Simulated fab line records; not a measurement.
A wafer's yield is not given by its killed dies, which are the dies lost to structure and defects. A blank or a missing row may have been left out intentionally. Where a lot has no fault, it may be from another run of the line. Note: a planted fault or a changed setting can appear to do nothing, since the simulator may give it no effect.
fab line records	flow ritCmos
record: lots: 14	wafers: 42	lastDay: 7
route steps=202 shown ACTIVE@12 PWELL@45 NSD@139 PSD@151 M1@202
lots that met no fault: taken from a fault-free run of the same line
startH: hours from the record's opening day to when the first of the lot's shown wafers began	waitH: hours since the lot's step before	" identical to the entry in the row above	L1.1+2: one row covering several wafers at once	- no value, or no start given	* or withheld: withheld	< > ~ a bound
route shown NAME@n: names a module that has steps shown in the file, with the first one's number in the route	usual: the fault-free wafers' mean and standard deviation	same: alike in all rows	chamber/n: place in a boat	sites: each site's reading	_std_site: the standard deviation of these	_edge_site: inner sites' mean taken away from outer sites' mean	radiusMm: for every site, how far away it sits from the centre of the wafer	mask NAME#n: copy n	behind: the last tool/chamber to shape the wafer	hold: what put the lot on hold/how long, in hours/how the hold closed	device: the n, p or np transistor that did not switch	end of line: tests run on the same wafers once the route is complete	a step without rows: its recipe alone	killed: dies lost to structure and defects at the first sort, not the wafer's yield	map: the dies of a wafer, with x for killed, . for not killed, _ for no die there
set.NAME: the run value of the setting; set.NAME@STEP: its run value at that earlier step	model.NAME: the simulator's own value behind a step, which no gauge read
one table for each step of the route and one row for each wafer, over a sample of lots
services: when a tool's chamber went out of use (startH, in hours from the record's first day, below 0 if earlier), for how many hours, and the reason
== steps ==
step: RIT_ACTIVE_CD_MEAS_11
recipe: targetCdNm: 1400
usual: cdNm: 1399.5/2.5
lot.wafer	tool	chamber	startH	waitH	cdNm
L218.1	cdSem-01	-	14.44	-	1400.3
L218.2	"	-	"	"	1398.4
L218.4	"	-	"	"	1400.1
L219.1	cdSem-01	-	19.56	-	1400.4
L219.2	"	-	"	"	1398.3
L219.6	"	-	"	"	1396.4
L220.2	cdSem-01	-	24.48	-	1398.3
L220.4	"	-	"	"	1399.4
L220.6	"	-	"	"	1395.2
L222.1	cdSem-01	-	35.64	-	1400.8
L222.3	"	-	"	"	1403.9
L222.4	"	-	"	"	1403.2
L224.1	cdSem-02	-	44.84	-	1397.4
L224.3	"	-	"	"	1398.0
L224.6	"	-	"	"	1399.9
L225.1	cdSem-02	-	50.59	-	1400.5
L225.2	"	-	"	"	1400.9
L225.3	"	-	"	"	1398.1
L226.2	cdSem-02	-	55.17	-	1399.8
L226.5	"	-	"	"	1400.7
L226.6	"	-	"	"	1398.3
L227.1	cdSem-02	-	61.47	-	1398.4
L227.3	"	-	"	"	1399.6
L227.4	"	-	"	"	1399.5
L229.2	cdSem-02	-	69.58	-	1399.9
L229.3	"	-	"	"	1399.8
L229.6	"	-	"	"	1399.4
L230.1	cdSem-02	-	74.44	-	1400.0
L230.3	"	-	"	"	1400.3
L230.4	"	-	"	"	1398.8
L233.1	cdSem-02	-	90.07	-	1399.3
L233.4	"	-	"	"	1399.0
L233.5	"	-	"	"	1398.0
L235.4	cdSem-02	-	100.19	-	1396.4
L235.5	"	-	"	"	1397.6
L235.6	"	-	"	"	1396.8
L240.1	cdSem-01	-	125.67	-	1401.7
L240.3	"	-	"	"	1400.4
L240.4	"	-	"	"	1401.8
L241.1	cdSem-02	-	130.15	-	1401.9
L241.4	"	-	"	"	1401.0
L241.5	"	-	"	"	1399.1
step: RIT_PWELL_OVL_MEAS_06
usual: PWELL_OVL: 0.9/1.6
lot.wafer	tool	chamber	startH	waitH	PWELL_OVL[nm]
L218.1	overlay-01	-	23.33	-	1.8
L218.2	"	-	"	"	3.9
L218.4	"	-	"	"	3.1
L219.1	overlay-02	-	27.58	-	-0.3
L219.2	"	-	"	"	0.3
L219.6	"	-	"	"	-0.6
L220.2	overlay-01	-	37.07	-	2.0
L220.4	"	-	"	"	1.1
L220.6	"	-	"	"	1.0
L222.1	overlay-02	-	43.30	-	1.4
L222.3	"	-	"	"	0.9
L222.4	"	-	"	"	1.1
L224.1	overlay-02	-	53.96	-	-2.6
L224.3	"	-	"	"	-3.3
L224.6	"	-	"	"	-3.6
L225.1	overlay-02	-	60.67	-	0.1
L225.2	"	-	"	"	-0.2
L225.3	"	-	"	"	1.9
L226.2	overlay-02	-	66.89	-	0.9
L226.5	"	-	"	"	0.4
L226.6	"	-	"	"	2.7
L227.1	overlay-02	-	70.08	-	-0.2
L227.3	"	-	"	"	-0.1
L227.4	"	-	"	"	1.5
L229.2	overlay-02	-	81.12	-	0.1
L229.3	"	-	"	"	-1.3
L229.6	"	-	"	"	-0.2
L230.1	overlay-01	-	84.96	-	-2.3
L230.3	"	-	"	"	-1.8
L230.4	"	-	"	"	-1.6
L233.1	overlay-01	-	101.14	-	-0.2
L233.4	"	-	"	"	0.4
L233.5	"	-	"	"	2.2
L235.4	overlay-02	-	108.91	-	1.6
L235.5	"	-	"	"	1.6
L235.6	"	-	"	"	-0.8
L240.1	overlay-02	-	133.34	-	1.2
L240.3	"	-	"	"	0.1
L240.4	"	-	"	"	0.3
L241.1	overlay-02	-	141.00	-	1.8
L241.4	"	-	"	"	2.9
L241.5	"	-	"	"	1.6
step: RIT_NSD_IMPLANT_08
recipe: species: P	energyKev: 25	doseCm2: 1e+15	tiltDeg: 7
usual: doseIonsCm2: 1.0001e+15/1.1e+12	faradayCurrentUA: 3140/62
same: implantIonAmu: 31
lot.wafer	tool	chamber	startH	waitH	doseIonsCm2	faradayCurrentUA
L218.1	implanter-03	0	50.31	0.1	1.0034e+15	3148
L218.2	"	0	"	"	1.0016e+15	2962
L218.4	"	0	"	"	9.995e+14	3280
L219.1	implanter-02	0	59.25	0.1	9.996e+14	3095
L219.2	"	0	"	"	9.99e+14	3155
L219.6	"	0	"	"	9.997e+14	3143
L220.2	implanter-01	0	63.59	0.1	1.0012e+15	3081
L220.4	"	0	"	"	1.0014e+15	3059
L220.6	"	0	"	"	1.0011e+15	3070
L222.1	implanter-03	0	71.52	0.1	9.991e+14	3126
L222.3	"	0	"	"	1.0009e+15	3127
L222.4	"	0	"	"	9.999e+14	3108
L224.1	implanter-03	0	82.93	0.1	9.995e+14	3172
L224.3	"	0	"	"	9.983e+14	3164
L224.6	"	0	"	"	1.0022e+15	3137
L225.1	implanter-03	0	93.72	0.1	9.998e+14	3152
L225.2	"	0	"	"	1.0021e+15	3064
L225.3	"	0	"	"	1.0011e+15	3279
L226.2	implanter-01	0	96.30	0.1	1.0014e+15	3245
L226.5	"	0	"	"	9.998e+14	3208
L226.6	"	0	"	"	1e+15	3071
L227.1	implanter-01	0	99.05	0.1	9.981e+14	3191
L227.3	"	0	"	"	9.996e+14	3155
L227.4	"	0	"	"	1.0004e+15	3191
L229.2	implanter-02	0	109.48	0.1	9.996e+14	3176
L229.3	"	0	"	"	1.0005e+15	3215
L229.6	"	0	"	"	9.996e+14	3096
L230.1	implanter-01	0	112.51	0.1	1.1672e+15	3703
L230.3	"	0	"	"	1.1659e+15	3632
L230.4	"	0	"	"	1.1666e+15	3518
L233.1	implanter-01	0	128.39	0.1	1.165e+15	3631
L233.4	"	0	"	"	1.1675e+15	3630
L233.5	"	0	"	"	1.1677e+15	3733
L235.4	implanter-03	0	137.28	0.1	1.0009e+15	3148
L235.5	"	0	"	"	9.999e+14	3139
L235.6	"	0	"	"	1.0005e+15	3130
L240.1	implanter-02	0	162.69	0.1	9.978e+14	3192
L240.3	"	0	"	"	9.991e+14	3151
L240.4	"	0	"	"	1.0001e+15	3243
L241.1	implanter-03	0	167.12	0.1	9.998e+14	3129
L241.4	"	0	"	"	1.0017e+15	3098
L241.5	"	0	"	"	1.0001e+15	3169
step: RIT_NSD_TW_MEAS_10
usual: NSD_TW: 3113/17
lot.wafer	tool	chamber	startH	waitH	NSD_TW
L218.1	filmMetro-02	-	50.63	0.1	3132
L218.2	"	-	"	"	3132
L218.4	"	-	"	"	3157
L219.1	filmMetro-01	-	59.57	0.1	3116
L219.2	"	-	"	"	3112
L219.6	"	-	"	"	3118
L220.2	filmMetro-04	-	63.90	0.1	3089
L220.4	"	-	"	"	3095
L220.6	"	-	"	"	3095
L222.1	filmMetro-01	-	71.85	0.1	3125
L222.3	"	-	"	"	3143
L222.4	"	-	"	"	3116
L224.1	filmMetro-01	-	83.25	0.1	3125
L224.3	"	-	"	"	3115
L224.6	"	-	"	"	3122
L225.1	filmMetro-01	-	94.05	0.1	3118
L225.2	"	-	"	"	3120
L225.3	"	-	"	"	3117
L226.2	filmMetro-01	-	96.61	0.1	3104
L226.5	"	-	"	"	3119
L226.6	"	-	"	"	3117
L227.1	filmMetro-04	-	99.38	0.1	3101
L227.3	"	-	"	"	3088
L227.4	"	-	"	"	3102
L229.2	filmMetro-01	-	109.79	0.1	3123
L229.3	"	-	"	"	3123
L229.6	"	-	"	"	3107
L230.1	filmMetro-01	-	112.84	0.1	3203
L230.3	"	-	"	"	3222
L230.4	"	-	"	"	3193
L233.1	filmMetro-02	-	128.73	0.1	3227
L233.4	"	-	"	"	3228
L233.5	"	-	"	"	3225
L235.4	filmMetro-02	-	137.56	0.1	3126
L235.5	"	-	"	"	3113
L235.6	"	-	"	"	3121
L240.1	filmMetro-02	-	163.01	0.1	3107
L240.3	"	-	"	"	3117
L240.4	"	-	"	"	3138
L241.1	filmMetro-01	-	167.44	0.1	3130
L241.4	"	-	"	"	3105
L241.5	"	-	"	"	3123
step: RIT_PSD_STRIP_09
recipe: chemistry: O2	timeS: 180	resist: NOVOLAK	platenTempC: withheld	powerW: 500	pressureMtorr: 4000	o2FlowSccm: 4000
usual: drypumpMotorCurrentA: 5.6/0.35	o2FlowSccm: 4000/12
lot.wafer	tool	chamber	startH	waitH	drypumpMotorCurrentA	o2FlowSccm	rfHoursCounterH
L218.1	plasmaAsher-01	1	51.98	0.1	5.5	3972	41
L218.2	"	0	"	"	5.9	3997	41
L218.4	"	0	"	"	5.9	3984	-
L219.1	plasmaAsher-03	0	60.82	0.1	5.5	4003	26
L219.2	"	1	"	"	5.4	3990	26
L219.6	"	0	"	"	5.5	4010	-
L220.2	plasmaAsher-03	0	65.14	0.1	5.5	3991	26
L220.4	"	1	"	"	5.4	4015	-
L220.6	"	0	"	"	5.5	4007	-
L222.1	plasmaAsher-04	1	73.09	0.1	6.5	3994	43
L222.3	"	1	"	"	6.5	3994	-
L222.4	"	0	"	"	5.4	4002	-
L224.1	plasmaAsher-03	1	84.91	0.1	5.4	3982	28
L224.3	"	1	"	"	5.4	3987	-
L224.6	"	1	"	"	5.4	3990	-
L225.1	plasmaAsher-03	0	95.29	0.1	5.5	3989	30
L225.2	"	1	"	"	5.4	4004	30
L225.3	"	0	"	"	5.5	3996	-
L226.2	plasmaAsher-03	1	98.10	0.1	5.4	3992	30
L226.5	"	0	"	"	5.5	4020	-
L226.6	"	1	"	"	5.4	4009	-
L227.1	plasmaAsher-01	1	100.62	0.1	5.4	4005	47
L227.3	"	1	"	"	5.4	4012	-
L227.4	"	0	"	"	5.9	3998	-
L229.2	plasmaAsher-01	0	111.25	0.1	5.9	3990	48
L229.3	"	0	"	"	5.9	4014	-
L229.6	"	1	"	"	5.4	3995	-
L230.1	plasmaAsher-03	0	114.21	0.1	5.5	3998	32
L230.3	"	0	"	"	5.5	4003	-
L230.4	"	1	"	"	5.4	4001	-
L233.1	plasmaAsher-01	0	130.10	0.1	5.9	4013	51
L233.4	"	1	"	"	5.4	3992	-
L233.5	"	0	"	"	5.9	3996	-
L235.4	plasmaAsher-03	0	138.84	0.1	5.5	4000	-
L235.5	"	1	"	"	5.4	4033	-
L235.6	"	0	"	"	5.5	3983	-
L240.1	plasmaAsher-04	1	164.38	0.1	6.5	4028	5
L240.3	"	1	"	"	6.5	4000	-
L240.4	"	0	"	"	5.4	4002	-
L241.1	plasmaAsher-04	1	168.69	0.1	6.5	4004	5
L241.4	"	1	"	"	6.5	3993	-
L241.5	"	0	"	"	5.4	3975	-
step: RIT_SDANNEAL_RS_MEAS_05
recipe: thkMeasGauge: four-point-probe
usual: NSD_RS: 84.6/0.33
lot.wafer	tool	chamber	startH	waitH	NSD_RS[ohm/sq]
L218.1	filmMetro-02	-	52.78	0.1	84.2
L218.2	"	-	"	"	84.3
L218.4	"	-	"	"	84.4
L219.1	filmMetro-02	-	61.62	0.1	84.6
L219.2	"	-	"	"	84.7
L219.6	"	-	"	"	84.9
L220.2	filmMetro-04	-	65.94	0.1	84.6
L220.4	"	-	"	"	84.5
L220.6	"	-	"	"	84.7
L222.1	filmMetro-02	-	73.87	0.1	84.0
L222.3	"	-	"	"	84.3
L222.4	"	-	"	"	84.0
L224.1	filmMetro-01	-	85.69	0.1	84.8
L224.3	"	-	"	"	84.6
L224.6	"	-	"	"	84.7
L225.1	filmMetro-01	-	96.07	0.1	84.6
L225.2	"	-	"	"	84.9
L225.3	"	-	"	"	84.6
L226.2	filmMetro-01	-	98.90	0.1	84.8
L226.5	"	-	"	"	84.6
L226.6	"	-	"	"	84.6
L227.1	filmMetro-02	-	101.40	0.1	84.8
L227.3	"	-	"	"	84.7
L227.4	"	-	"	"	84.4
L229.2	filmMetro-01	-	112.05	0.1	85.0
L229.3	"	-	"	"	84.8
L229.6	"	-	"	"	84.7
L230.1	filmMetro-01	-	114.99	0.1	75.3
L230.3	"	-	"	"	75.0
L230.4	"	-	"	"	75.2
L233.1	filmMetro-01	-	130.94	0.1	75.0
L233.4	"	-	"	"	75.3
L233.5	"	-	"	"	75.1
L235.4	filmMetro-02	-	139.62	0.1	84.1
L235.5	"	-	"	"	84.2
L235.6	"	-	"	"	84.0
L240.1	filmMetro-04	-	165.19	0.1	84.7
L240.3	"	-	"	"	84.8
L240.4	"	-	"	"	84.7
L241.1	filmMetro-02	-	169.49	0.1	83.9
L241.4	"	-	"	"	83.6
L241.5	"	-	"	"	83.7
step: RIT_M1_PROBE_99
usual: killed_at_M0_to_M3: 0.0/0.12	killedAtContacts: 0.1/0.25	killedAtFrontEnd: 6.8/2.7	killedDies: 6.8/2.7	killedOpen: 3.4/1.8	killedShort: 3.5/1.7
same: grossDies: 264	killed_at_M4_up: 0	killedAtBackSide: 0	killedAtOther: 0
lot.wafer	tool	chamber	startH	waitH	killed_at_M0_to_M3	killedAtContacts	killedAtFrontEnd	killedDies	killedOpen	killedShort
L229.2	prober-01	-	127.95	0.7	0	1	8	9	7	2
L229.3	prober-01	-	128.00	0.8	0	0	1	1	1	0
L229.6	prober-01	-	128.15	0.8	0	0	5	5	4	1
L233.1	prober-01	-	138.31	0.1	0	0	6	6	2	4
L233.4	prober-01	-	138.46	0.2	0	0	6	6	2	4
L233.5	prober-01	-	138.51	0.2	0	0	9	9	5	4
killed by level:class
L229.2 GATE:geometricParticle:open=3 SPACER:geometricParticle:open=3 GATE:geometricParticle:short=2 CONTACT:geometricParticle:open=1
L229.3 SPACER:geometricParticle:open=1
L229.6 SILICIDE:geometricParticle:open=2 FOX1:geometricParticle:short=1 FOX1:geometricParticle:open=1 GATE:geometricParticle:open=1
L233.1 REOX:geometricParticle:short=2 GATE:geometricParticle:short=1 REOX:geometricParticle:open=1 SPACER:geometricParticle:open=1 SILICIDE:geometricParticle:short=1
L233.4 GATE:geometricParticle:open=2 GATE:geometricParticle:short=2 FOX2:geometricParticle:short=1 SILICIDE:geometricParticle:short=1
L233.5 GATE:geometricParticle:short=3 FOX2:geometricParticle:open=2 FOX1:geometricParticle:short=1 GATE:geometricParticle:open=1 REOX:geometricParticle:open=1 SILICIDE:geometricParticle:open=1
== services ==
tool	chamber	startH	hours	kind
implanter-02	-	48.99	2.3	repair
plasmaAsher-04	-	78.79	21.3	repair
implanter-02	-	82.65	2.4	pm
implanter-01	-	83.39	10.1	repair
implanter-02	-	96.48	5.3	repair
plasmaAsher-04	-	108.75	9.0	pm
plasmaAsher-04	0	108.75	9.0	ventCycle
plasmaAsher-04	1	108.75	9.0	ventCycle
implanter-03	-	112.15	3.0	repair
plasmaAsher-04	0	117.75	-	clean
plasmaAsher-04	1	117.75	-	clean
implanter-02	-	145.00	3.1	repair
implanter-02	-	160.23	2.1	repair
implanter-03	-	162.34	1.2	repair
== key ==
firstSign: step: RIT_NSD_IMPLANT_08	reading: doseIonsCm2	direction: up	sigmas: 99+	usual: 1.0001e+15	struck: 1.1667e+15
effect: step: RIT_NSD_IMPLANT_08	reading: faradayCurrentUA	direction: up	sigmas: 8	usual: 3140	struck: 3641
effect: step: RIT_NSD_TW_MEAS_10	reading: NSD_TW	direction: up	sigmas: 6	usual: 3113	struck: 3216
effect: step: RIT_SDANNEAL_RS_MEAS_05	reading: NSD_RS	direction: down	sigmas: 29	usual: 84.6	struck: 75.1
metAt RIT_NSD_IMPLANT_08
struckLots L230,L233
testerLeftOut L230,L233
notActingAt RIT_ACTIVE_CD_MEAS_11,RIT_PWELL_OVL_MEAS_06,RIT_PSD_STRIP_09
onsetBetween 99.05 112.51
fault: kind: processParameterDrift	tool: implanter-01	chamber: -	onsetH: 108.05	steps: RIT_NSD_IMPLANT_08	channel: doseCm2	offset: 1.6623e+14	shape: step	endH: 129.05	actsIn: theseRecipesOnly	stated: 1e+15
testerLeftOut: of these lots the tester's yield and bins aren't shown, on N5 and GAA mostly nor the transistor test; their killed dies are dies lost to structure and defects alone, not to doping, threshold or leakage, so they don't give the yield
